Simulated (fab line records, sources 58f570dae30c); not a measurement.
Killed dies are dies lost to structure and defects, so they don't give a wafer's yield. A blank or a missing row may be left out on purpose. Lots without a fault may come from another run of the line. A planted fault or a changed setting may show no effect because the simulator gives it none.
Problem report in the 8D (eight disciplines) form, filled by code | flow berkeley_cmos170 | the parts of the form that need people (team, actions taken, sign-off) are left out

1. THE PROBLEM
NWELL_TW at UCB170_NWELL_TW_MEAS_16 reads a mean of 1318 on 6 wafers of 2 lots; wafers without a fault read 1256 with a standard deviation of 7.1. That is +8.8 standard deviations from the usual mean.
First seen on wafer L587.1, day 4 18:18, on film_metro-03. The record holds 42 wafers of 14 lots with a number at this step. Rule for "out", or "out of limits": more than 4 standard deviations from the usual mean. The other wafers with a number count as sound.

2. WHAT IT IS AND WHAT IT IS NOT
question                    | is                           | is not
which readings at this step | NWELL_TW                     | -
which lots                  | L587, L592                   | L576, L579, L580, L581, L582, L584, L590, L593, L594, L596, L597, L599
which wafers of those lots  | all that have a number       | -
read on which gauges        | film_metro-03, film_metro-04 | -
when                        | from day 4 18:18             | up to then (18 sound wafers); but 18 sound wafers of L590, L593, L594, L596, L597, L599 came after

3. SUSPECTS, AND WHAT RULES EACH OUT
Counting: a tool at a process step up to the reading stays a suspect if it ran every lot that is out and no sound lot after the first of them.
- the gauge at UCB170_NWELL_TW_MEAS_16: ruled out. The wafers that are out were read on 2 gauges (film_metro-03, film_metro-04).
- rie_diel-02 at UCB170_NWELL_ETCH_13 (etches Si3N4 in CH3F/Ar/O2, stops on SiO2, target depth 246.4 nm, time 154 s): ruled out as a lasting fault. Sound lots L593, L594, L596, L597, L599 ran on it after its first lot that is out, L587 (day 4 17:57).
- implanter-01 at UCB170_NWELL_IMPLANT_14: kept. It ran every lot that is out, first L587 (day 4 18:03), and no sound lot after that; its last sound lot up to then is L584 (day 4 01:10). Its own readings are out on those wafers: dose_ions_cm2, faraday_current_uA.
Left after counting: implanter-01 at UCB170_NWELL_IMPLANT_14.

4. THE CAUSE (what the simulator had put in)
Process parameter drift: implanter-01, from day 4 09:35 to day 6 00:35, at UCB170_NWELL_IMPLANT_14. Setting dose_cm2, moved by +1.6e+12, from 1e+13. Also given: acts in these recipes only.
Counting left only this tool.

5. THE CHAIN OF EFFECTS, in route order
Each row: a reading whose mean over the struck wafers that have a number lies more than 3 standard deviations from the usual. Only readings for which the record gives a usual standard deviation are gone through. hours: the time from each lot's start at the first step in this table that gives one to its start at this step, as a median over the lots. sigmas: the change in usual standard deviations.
hours | step                    | reading            | usual | on struck wafers | change | sigmas
0     | UCB170_NWELL_IMPLANT_14 | dose_ions_cm2      | 1e+13 | 1e+13            | +2e+12 | +99 or more
0     | UCB170_NWELL_IMPLANT_14 | faraday_current_uA | 31.6  | 36.5             | +4.9   | +7.3
0     | UCB170_NWELL_TW_MEAS_16 | NWELL_TW           | 1256  | 1318             | +62    | +8.8
The process steps in it:
- UCB170_NWELL_IMPLANT_14
Later measuring or inspecting steps at which every struck wafer that the step has a row for has a number for every such reading, and none has moved that far: UCB170_PWELL_TW_MEAS_17, UCB170_ACTIVE_CD_MEAS_13.

6. WHAT WOULD HAVE CAUGHT IT SOONER
In this record the first reading out of limits at a measuring or inspecting step was taken at day 4 18:18, 9 hours after the fault began at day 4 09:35.
The tool's own readings at UCB170_NWELL_IMPLANT_14 were out on every struck wafer that the step has a row for (dose_ions_cm2, faraday_current_uA): an alarm limit on them would have fired on the first of those.
Of the lots that are out (2), L592 began UCB170_NWELL_IMPLANT_14 on implanter-01 after day 4 18:18. A hold on the tool at that time would have spared it.
